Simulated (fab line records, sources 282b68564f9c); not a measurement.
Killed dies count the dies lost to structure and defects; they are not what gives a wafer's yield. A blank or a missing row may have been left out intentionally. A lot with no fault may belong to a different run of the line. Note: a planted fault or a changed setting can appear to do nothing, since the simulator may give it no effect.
Chamber matching + flow ritCmos + rieDiel-03 running RIT_CONTACT_ETCH_11: 4 sister chambers
The step etches SiO2 in CHF3/CF4/Ar, stops on TiSi2, target depth 480 nm, time 320 s. 8 wafers are shown with their chamber, then 7 later ones without.

## EACH WAFER AND ITS CHAMBER
| wafer  | chamber | drypumpMotorCurrentA (A) | throttleValvePct (%) |
|--------|---------|--------------------------|----------------------|
| L452.3 | 0       | 5.6                      | 8.83                 |
| L462.3 | 2       | 5.8                      | 8.91                 |
| L462.4 | 3       | 4.9                      | 8.85                 |
| L464.1 | 0       | 5.6                      | 8.82                 |
| L464.3 | 1       | 6.0                      | 8.81                 |
| L464.5 | 3       | 4.8                      | 8.84                 |
| L465.1 | 1       | 6.0                      | 8.82                 |
| L465.4 | 2       | 5.8                      | 8.91                 |

## WAFERS WHOSE CHAMBER IS MISSING
| wafer  | drypumpMotorCurrentA (A) | throttleValvePct (%) |
|--------|--------------------------|----------------------|
| L465.5 | 6.0                      | 8.82                 |
| L466.1 | 4.9                      | 8.85                 |
| L466.4 | 6.0                      | 8.80                 |
| L466.6 | 6.0                      | 8.82                 |
| L468.1 | 6.0                      | 8.81                 |
| L468.2 | 5.6                      | 8.83                 |
| L468.4 | 5.8                      | 8.91                 |

## WHICH CHAMBER EACH ONE RAN IN
| wafer  | from the rows above | in truth |
|--------|---------------------|----------|
| L465.5 | 1                   | 1        |
| L466.1 | 3                   | 3        |
| L466.4 | 1                   | 1        |
| L466.6 | 1                   | 1        |
| L468.1 | 1                   | 1        |
| L468.2 | 0                   | 0        |
| L468.4 | 2                   | 2        |
Correctly placed: 7 of 7. Not placeable from these rows: 0. Placed wrongly: 0.
How it was worked out, from the rows above alone: a wafer's distance from a chamber is the root of the sum, over the readings, of the square of ((its reading less the chamber's mean) divided by the reading's scatter). If the next closest chamber is less than 2 further off than the closest, the wafer can't be placed; otherwise it belongs to the closest. For every chamber, the mean is computed from those of its wafers that are shown. How the scatter is found: for the shown wafers, subtract from each reading the mean of its chamber, square and add these, divide the total by (wafers less chambers), then take the root.
